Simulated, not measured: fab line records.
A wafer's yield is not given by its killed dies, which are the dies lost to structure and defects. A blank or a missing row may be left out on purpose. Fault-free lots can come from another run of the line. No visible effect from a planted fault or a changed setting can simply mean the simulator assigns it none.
A struck lot beside a sound one | flow ritCmos | 44 out of 202 route steps
Sound: the wafers L245.1, L245.4, L245.6. Struck: wafers L246.1, L246.3, L246.6. The cause is given at the end.
Each step with rows lists, per side, the tool, then ch with its chambers, then its first start. Under that, the readings that differ: sound wafers | struck wafers | difference of the means | sigmas: that difference in standard deviations of wafers without a fault.
alike: same words and numbers on both sides, and readings whose means sit less than 2 such deviations apart. not compared: any withheld reading, any reading some wafer has no value for, any bound like >300 that may hide the same value, and any number with overlapping values for which the record gives no deviation.
The two part at a step that has a row with sigmas, a row that says differs or no value, or rows on one side only. When numbers do not overlap yet have no deviation, they are printed without sigmas and do not part them. Lack of a reading on every wafer of one side parts them only where that side has two or more wafers.

first, 1 step without rows for these wafers: RIT_ACTIVE_DEVELOP_10 (develop time 50 s).
RIT_ACTIVE_CD_MEAS_11 targets a cd of 1400 nm.
  sound: cdSem-02 at day 2 15:31; struck: cdSem-02 at day 2 22:07
  alike: cdNm
then, 1 step without rows for these wafers: RIT_ACTIVE_HARDBAKE_12 (time 60 s).
RIT_ACTIVE_ETCH_13: etches Si3N4 in SF6, stops on SiO2, time 210 s, target depth 210 nm.
  sound on rieDiel-03 ch 0,1, day 2 15:47; struck on rieDiel-02 ch 1,2, day 2 22:23
  alike: drypumpMotorCurrentA, oesProductAu, throttleValvePct
  not compared: rfHoursCounterH
RIT_ACTIVE_STRIP_14: strips in O2, time 180 s.
  sound on plasmaAsher-01 ch 0,1, day 2 15:55; struck on plasmaAsher-04 ch 0,1, day 2 22:31
  alike: drypumpMotorCurrentA
  not compared: rfHoursCounterH
RIT_ACTIVE_CD_MEAS_90 targets a cd of 1400 nm.
  sound: cdSem-01 at day 2 16:05; struck: cdSem-01 at day 2 22:41
  alike: cdNm
then, 4 steps without rows for these wafers: RIT_ACTIVE_CLEAN_15 (cleans in SC1, time 600 s); RIT_ACTIVE_CLEAN_16 (cleans in dHF, time 30 s); RIT_ACTIVE_CLEAN_17 (cleans in SC2, time 600 s); RIT_FOX1_OXIDATION_00 (target thk 350.7 nm, ox time 1130 s).
RIT_FOX1_THK_MEAS_01:
  sound: filmMetro-01 at day 2 19:57; struck: filmMetro-03 at day 3 00:48
reading             | sound       | struck      | difference | sigmas
FOX1_OXIDE_THK (nm) | 337 340 338 | 354 352 353 | +15        | +2
then, 1 step without rows for these wafers: RIT_FOX1_WET_ETCH_02 (etches SiO2 in BOE, target depth 350 nm, time 382 s).
RIT_FOX2_OXIDATION_00: target thk 350.7 nm, ox time 1130 s.
  sound on furnace-04 ch 0, day 2 20:14; struck on furnace-01 ch 0, day 3 02:53
  alike: oxTempC, spikeTcCentreC
RIT_FOX2_THK_MEAS_01:
  sound: filmMetro-02 at day 2 21:34; struck: filmMetro-02 at day 3 04:12
reading             | sound       | struck      | difference | sigmas
FOX2_OXIDE_THK (nm) | 358 354 353 | 532 540 530 | +179       | +30
RIT_FOX2_CLEAN_02: cleans in dHF, time 180 s.
  sound on wetBench-01 ch 1, day 2 21:37; struck on wetBench-02 ch 3, day 3 04:16
reading                                    | sound             | struck            | difference | sigmas
model.SiO2_of_FOX2_OXIDATION_00.thkNm (nm) | 341.5 337.1 335.9 | 515.2 523.3 514.2 | +179.4     | 
model.Si3N4_of_ACTIVE_CVD_03.thkNm (nm)    | 132.1 130.7 131.3 | 127.8 127.7 127.5 | -3.7       | 
RIT_FOX2_WET_ETCH_03: etches Si3N4 in H3PO4, target depth 195 nm, time 2700 s.
  sound on wetBench-02 ch 3, day 2 21:41; struck on wetBench-03 ch 1, day 3 04:19
reading                                    | sound             | struck            | difference | sigmas
model.SiO2_of_FOX2_OXIDATION_00.thkNm (nm) | 331.2 326.8 325.6 | 504.4 512.5 503.4 | +178.9     | 
RIT_FOX2_THK_MEAS_90:
  sound: filmMetro-02 at day 2 22:26; struck: filmMetro-03 at day 3 05:04
reading                     | sound       | struck      | difference | sigmas
FIELD_OXIDE_LEFT_1_THK (nm) | 331 327 325 | 505 512 504 | +179       | +30
then, 6 steps without rows for these wafers: RIT_NWELL_HMDS_00 (prime time 60 s); RIT_NWELL_COAT_01 (resist thk 1300 nm); RIT_NWELL_SOFTBAKE_02 (time 57.45 s); RIT_NWELL_EXPOSE_03 (exposes mask M2, target cd 43900 nm); RIT_NWELL_PEB_04; RIT_NWELL_DEVELOP_05 (develop time 68 s).
RIT_NWELL_OVL_MEAS_06:
  sound: overlay-02 at day 2 23:30; struck: overlay-01 at day 3 07:14
  alike: NWELL_OVL
then, 2 steps without rows for these wafers: RIT_NWELL_HARDBAKE_07 (time 120 s); RIT_NWELL_IMPLANT_08.
RIT_NWELL_STRIP_09: strips in O2, time 180 s.
  sound on plasmaAsher-01 ch 0,1, day 2 23:56; struck on plasmaAsher-02 ch 1, day 3 07:42
reading                  | sound       | struck      | difference | sigmas
drypumpMotorCurrentA (A) | 6.4 6.4 5.8 | 5.5 5.5 5.5 | -0.7       | -2
  not compared: rfHoursCounterH
RIT_NWELL_TW_MEAS_10:
  sound: filmMetro-04 at day 3 00:07; struck: filmMetro-02 at day 3 07:53
  alike: NWELL_TW
then, 6 steps without rows for these wafers: RIT_PWELL_HMDS_00 (prime time 60 s); RIT_PWELL_COAT_01 (resist thk 1300 nm); RIT_PWELL_SOFTBAKE_02 (time 60 s); RIT_PWELL_EXPOSE_03 (exposes mask M3, target cd 43700 nm); RIT_PWELL_PEB_04; RIT_PWELL_DEVELOP_05 (develop time 68 s).
RIT_PWELL_OVL_MEAS_06:
  sound: overlay-01 at day 3 01:08; struck: overlay-01 at day 3 09:08
  alike: PWELL_OVL
then, 2 steps without rows for these wafers: RIT_PWELL_HARDBAKE_07 (time 120 s); RIT_PWELL_IMPLANT_08.
RIT_PWELL_STRIP_09: strips in O2, time 180 s.
  sound on plasmaAsher-02 ch 0,1, day 3 01:34; struck on plasmaAsher-03 ch 1, day 3 09:35
  alike: drypumpMotorCurrentA
  not compared: rfHoursCounterH
RIT_PWELL_TW_MEAS_10:
  sound: filmMetro-01 at day 3 01:44; struck: filmMetro-02 at day 3 09:45
reading  | sound       | struck      | difference | sigmas
PWELL_TW | 936 939 939 | 978 968 972 | +35        | +3
then, 1 step without rows for these wafers: RIT_WELLDRIVE_ANNEAL_00 (time 14700 s).
RIT_WELLDRIVE_RS_MEAS_01: measurement is done with a four-point probe.
  sound: filmMetro-04 at day 3 06:53; struck: filmMetro-01 at day 3 14:53
  alike: NWELL_RS
RIT_WELLDRIVE_RS_MEAS_02: measurement is done with a four-point probe.
  sound: filmMetro-04 at day 3 07:00; struck: filmMetro-01 at day 3 15:01
  alike: PWELL_RS
RIT_FOX2_THK_MEAS_91:
  sound: filmMetro-03 at day 3 10:41; struck: filmMetro-03 at day 3 19:00
reading                     | sound       | struck      | difference | sigmas
FIELD_OXIDE_LEFT_2_THK (nm) | 261 257 256 | 436 444 435 | +180       | +31
RIT_M1_PROBE_99:
  sound: prober-02 at day 4 11:34; struck: prober-01 at day 4 23:05
  alike: killedAtContacts, killedAtFrontEnd, killedDies, killedOnRim, killedOpen, killedShort

WHERE THEY PART
Last at RIT_FOX2_THK_MEAS_91 as far as this record goes, first at RIT_FOX1_THK_MEAS_01. Later steps at which nothing parts them and some readings are alike: RIT_M1_PROBE_99.

WHY: what had been put in by the simulator
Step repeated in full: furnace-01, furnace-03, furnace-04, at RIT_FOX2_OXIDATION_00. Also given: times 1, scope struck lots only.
